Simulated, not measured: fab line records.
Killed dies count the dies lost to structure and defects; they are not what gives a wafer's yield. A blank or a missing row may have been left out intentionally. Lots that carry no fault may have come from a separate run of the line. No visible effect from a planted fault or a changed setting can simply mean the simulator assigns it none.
fab line records + flow ritCmos
[record]
- lots = 7
- wafers = 21
- lastDay = 7
route steps=202 shown ACTIVE@1
lots with no fault: from the same line, run without faults
startH: start of the lot's first displayed wafer, in hours after the record's first day + waitH: hours from the lot's prior step to this one + " the same as in the row above + L1.1+2: a single row standing in for several wafers + - no value, or no start was given + * or withheld: withheld + < > ~ a bound
route shown NAME@n: NAME is a module with steps in the file, n the number in the route of the first one + usual: average and standard deviation across the fault-free wafers + same: alike in all rows + chamber/n: place in a boat + sites: the reading at each site + _std_site: standard deviation of those values + _edge_site: the outer-site mean with the inner-site mean subtracted + radiusMm: how far each site lies from the wafer's centre + mask NAME#n: copy n + behind: the most recent tool/chamber to have shaped the wafer + hold: what put the lot on hold/how long, in hours/how the hold closed + device: the n, p or np transistor that did not switch + end of line: the same wafers' tests at the end of the route + where a step has no rows: the recipe by itself + killed: count of dies lost to structure and defects at first sort (not the wafer's yield) + map: a wafer's dies, marking killed ones x, the rest . and places with no die _
set.NAME: the setting as run; set.NAME@STEP: as run at that earlier step + model.NAME: the simulator's own value behind a step, which no gauge read
lots seen at some steps along the route; tables by step, rows by wafer
services: the hour from which a tool's chamber was out of use, counted from the record's first day as startH (under 0 if before that day), plus the number of hours and why
[[steps]]
[step RIT_ACTIVE_BOW_MEAS_00]
[recipe]
- mode = bow
[usual]
- INCOMING_BOW = 1/5.7
| lot.wafer | tool         | chamber | startH | waitH | INCOMING_BOW[um] |
|-----------|--------------|---------|--------|-------|------------------|
| L261.2    | filmMetro-04 | -       | 15.02  | -     | 4                |
| L261.4    | "            | -       | "      | "     | 5                |
| L261.5    | "            | -       | "      | "     | -5               |
| L266.1    | filmMetro-02 | -       | 40.00  | -     | -5               |
| L266.4    | "            | -       | "      | "     | -4               |
| L266.5    | "            | -       | "      | "     | 3                |
| L267.1    | filmMetro-02 | -       | 45.00  | -     | 7                |
| L267.2    | "            | -       | "      | "     | 12               |
| L267.4    | "            | -       | "      | "     | -1               |
| L268.4    | filmMetro-01 | -       | 50.06  | -     | 7                |
| L268.5    | "            | -       | "      | "     | -4               |
| L268.6    | "            | -       | "      | "     | 15               |
| L269.1    | filmMetro-02 | -       | 55.00  | -     | 6                |
| L269.2    | "            | -       | "      | "     | 4                |
| L269.3    | "            | -       | "      | "     | 10               |
| L279.2    | filmMetro-01 | -       | 105.02 | -     | 5                |
| L279.4    | "            | -       | "      | "     | 1                |
| L279.6    | "            | -       | "      | "     | 0                |
| L281.1    | filmMetro-02 | -       | 115.00 | -     | -14              |
| L281.3    | "            | -       | "      | "     | 10               |
| L281.4    | "            | -       | "      | "     | -8               |
[step RIT_ACTIVE_OXIDATION_01]
[recipe]
- tempC = 1000
- ambient = O2
- targetThkA = 468
- oxTimeS = 3360
[step RIT_ACTIVE_THK_MEAS_02]
[recipe]
- reads = SiO2_of_ACTIVE_OXIDATION_01
[usual]
- ACTIVE_OXIDE_THK = 47.0/0.94
| lot.wafer | tool         | chamber | startH | waitH | ACTIVE_OXIDE_THK[nm] |
|-----------|--------------|---------|--------|-------|----------------------|
| L261.2    | filmMetro-04 | -       | 17.97  | 0.0   | 46.7                 |
| L261.4    | "            | -       | "      | "     | 46.1                 |
| L261.5    | "            | -       | "      | "     | 46.8                 |
| L266.1    | filmMetro-01 | -       | 42.41  | 0.0   | 46.6                 |
| L266.4    | "            | -       | "      | "     | 46.8                 |
| L266.5    | "            | -       | "      | "     | 46.5                 |
| L267.1    | filmMetro-01 | -       | 47.66  | 0.0   | 47.1                 |
| L267.2    | "            | -       | "      | "     | 47.5                 |
| L267.4    | "            | -       | "      | "     | 47.3                 |
| L268.4    | filmMetro-01 | -       | 53.49  | 0.0   | 47.4                 |
| L268.5    | "            | -       | "      | "     | 47.3                 |
| L268.6    | "            | -       | "      | "     | 47.8                 |
| L269.1    | filmMetro-02 | -       | 59.26  | 0.0   | 47.1                 |
| L269.2    | "            | -       | "      | "     | 47.4                 |
| L269.3    | "            | -       | "      | "     | 47.1                 |
| L279.2    | filmMetro-04 | -       | 107.36 | 0.0   | 46.3                 |
| L279.4    | "            | -       | "      | "     | 46.9                 |
| L279.6    | "            | -       | "      | "     | 46.7                 |
| L281.1    | filmMetro-04 | -       | 119.24 | 0.0   | 47.2                 |
| L281.3    | "            | -       | "      | "     | 46.6                 |
| L281.4    | "            | -       | "      | "     | 46.4                 |
[step RIT_ACTIVE_CVD_03]
[recipe]
- material = Si3N4
- targetThkNm = 150
- tempC = 810
- precursor = SiH2Cl2/NH3
- timeS = 1500
- pressureMtorr = 300
- sih2cl2FlowSccm = 60
- nh3FlowSccm = 150
[step RIT_ACTIVE_THK_MEAS_04]
[recipe]
- reads = Si3N4_of_ACTIVE_CVD_03
[usual]
- ACTIVE_NITRIDE_THK = 149.4/1.4
| lot.wafer | tool         | chamber | startH | waitH | ACTIVE_NITRIDE_THK[nm] |
|-----------|--------------|---------|--------|-------|------------------------|
| L261.2    | filmMetro-01 | -       | 19.70  | 0.0   | 151.0                  |
| L261.4    | "            | -       | "      | "     | 149.6                  |
| L261.5    | "            | -       | "      | "     | 149.4                  |
| L266.1    | filmMetro-02 | -       | 44.65  | 0.0   | 149.9                  |
| L266.4    | "            | -       | "      | "     | 149.7                  |
| L266.5    | "            | -       | "      | "     | 150.6                  |
| L267.1    | filmMetro-04 | -       | 49.14  | 0.0   | 150.7                  |
| L267.2    | "            | -       | "      | "     | 150.0                  |
| L267.4    | "            | -       | "      | "     | 150.1                  |
| L268.4    | filmMetro-04 | -       | 55.67  | 0.0   | 149.7                  |
| L268.5    | "            | -       | "      | "     | 149.6                  |
| L268.6    | "            | -       | "      | "     | 149.7                  |
| L269.1    | filmMetro-01 | -       | 60.73  | 0.0   | 148.8                  |
| L269.2    | "            | -       | "      | "     | 148.3                  |
| L269.3    | "            | -       | "      | "     | 149.2                  |
| L279.2    | filmMetro-01 | -       | 108.84 | 0.0   | 149.0                  |
| L279.4    | "            | -       | "      | "     | 148.5                  |
| L279.6    | "            | -       | "      | "     | 147.8                  |
| L281.1    | filmMetro-02 | -       | 121.97 | 0.0   | 150.9                  |
| L281.3    | "            | -       | "      | "     | 150.2                  |
| L281.4    | "            | -       | "      | "     | 150.9                  |
[step RIT_ACTIVE_HMDS_05]
[recipe]
- primeTimeS = 60
- primeTempC = 140
[step RIT_ACTIVE_COAT_06]
[recipe]
- resist = NOVOLAK
- spinRpm = 3250
- resistThkNm = 995
[step RIT_ACTIVE_SOFTBAKE_07]
[recipe]
- resist = NOVOLAK
- tempC = 90
- timeS = 60
[step RIT_ACTIVE_EXPOSE_08]
[recipe]
- maskId = M1
- na = 0.6
- sourceShape = conventional
- sigmaOuter = 0.6
- targetCdNm = 1400
- doseMj = 225
[usual]
- exposureDoseMJCm2 = 224.56/0.22
- focusOffsetNm = 0.0/0.57
- na = 0.6/0
| lot.wafer | tool            | chamber | startH | waitH | mask | exposureDoseMJCm2 | focusOffsetNm | na  |
|-----------|-----------------|---------|--------|-------|------|-------------------|---------------|-----|
| L261.2    | ilineStepper-02 | 0       | 20.22  | 0.1   | M1#0 | 225.01            | 0.8           | 0.6 |
| L261.4    | "               | 0       | "      | "     | M1#0 | 224.88            | 0.3           | 0.6 |
| L261.5    | "               | 0       | "      | "     | M1#0 | 224.96            | 0.5           | 0.6 |
| L266.1    | ilineStepper-02 | 0       | 45.16  | 0.1   | M1#0 | 224.16            | 0.0           | 0.6 |
| L266.4    | "               | 0       | "      | "     | M1#0 | 224.30            | -0.9          | 0.6 |
| L266.5    | "               | 0       | "      | "     | M1#0 | 224.33            | -0.2          | 0.6 |
| L267.1    | ilineStepper-02 | -       | 49.65  | 0.1   | M1#0 | -                 | -             | -   |
| L267.2    | "               | -       | "      | "     | M1#0 | -                 | -             | -   |
| L267.4    | "               | -       | "      | "     | M1#0 | -                 | -             | -   |
| L268.4    | ilineStepper-01 | -       | 56.34  | 0.2   | M1#0 | -                 | -             | -   |
| L268.5    | "               | -       | "      | "     | M1#0 | -                 | -             | -   |
| L268.6    | "               | -       | "      | "     | M1#0 | -                 | -             | -   |
| L269.1    | ilineStepper-02 | -       | 61.37  | 0.2   | M1#0 | -                 | -             | -   |
| L269.2    | "               | -       | "      | "     | M1#0 | -                 | -             | -   |
| L269.3    | "               | -       | "      | "     | M1#0 | -                 | -             | -   |
| L279.2    | ilineStepper-01 | 0       | 109.49 | 0.2   | M1#0 | 224.39            | -0.7          | 0.6 |
| L279.4    | "               | 0       | "      | "     | M1#0 | 224.19            | 0.0           | 0.6 |
| L279.6    | "               | 0       | "      | "     | M1#0 | 224.24            | 0.3           | 0.6 |
| L281.1    | ilineStepper-01 | 0       | 122.61 | 0.2   | M1#0 | 224.60            | -0.6          | 0.6 |
| L281.3    | "               | 0       | "      | "     | M1#0 | 224.31            | -0.2          | 0.6 |
| L281.4    | "               | 0       | "      | "     | M1#0 | 224.98            | -0.7          | 0.6 |
[step RIT_ACTIVE_PEB_09]
[recipe]
- resist = NOVOLAK
- tempC = withheld
- timeS = withheld
[[services]]
| tool            | chamber | startH | hours | kind        |
|-----------------|---------|--------|-------|-------------|
| ilineStepper-02 | -       | 5.16   | 0.8   | pm          |
| ilineStepper-01 | -       | 14.34  | 11.3  | repair      |
| ilineStepper-02 | 0       | 17.34  | -     | calibration |
| ilineStepper-01 | -       | 56.46  | 3.6   | repair      |
| ilineStepper-02 | -       | 92.58  | 1.7   | pm          |
[[key]]
[firstSign]
- step = RIT_ACTIVE_EXPOSE_08
- reading = toolRecord
- direction = missing
effect none on later readings
metAt RIT_ACTIVE_EXPOSE_08
struckWafers L267.1,L267.2,L267.4,L268.4,L268.5,L268.6,L269.1,L269.2,L269.3
laterRowsLeftOut L267.1,L267.2,L267.4,L268.4,L268.5,L268.6,L269.1,L269.2,L269.3
sortLeftOut L267.1,L267.2,L267.4,L268.4,L268.5,L268.6,L269.1,L269.2,L269.3
testerLeftOut L267,L268,L269
onsetBetween 45.16 49.65
[fault]
- kind = skippedStepWhole
- tool = ilineStepper-01,ilineStepper-02
- chamber = -
- onsetH = 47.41
- steps = RIT_ACTIVE_EXPOSE_08
- scope = struckLotsOnly
// testerLeftOut: of these lots the tester's yield and bins aren't shown, on N5 and GAA mostly nor the transistor test; their killed dies are dies lost to structure and defects alone, not to doping, threshold or leakage, so they don't give the yield
// sortLeftOut: the simulated sort isn't trusted on such a fault, so these wafers' sort isn't shown, and their yield isn't known
// laterRowsLeftOut: the simulator's readings of these wafers behind a module that went badly wrong aren't trusted and aren't shown, but for the sort
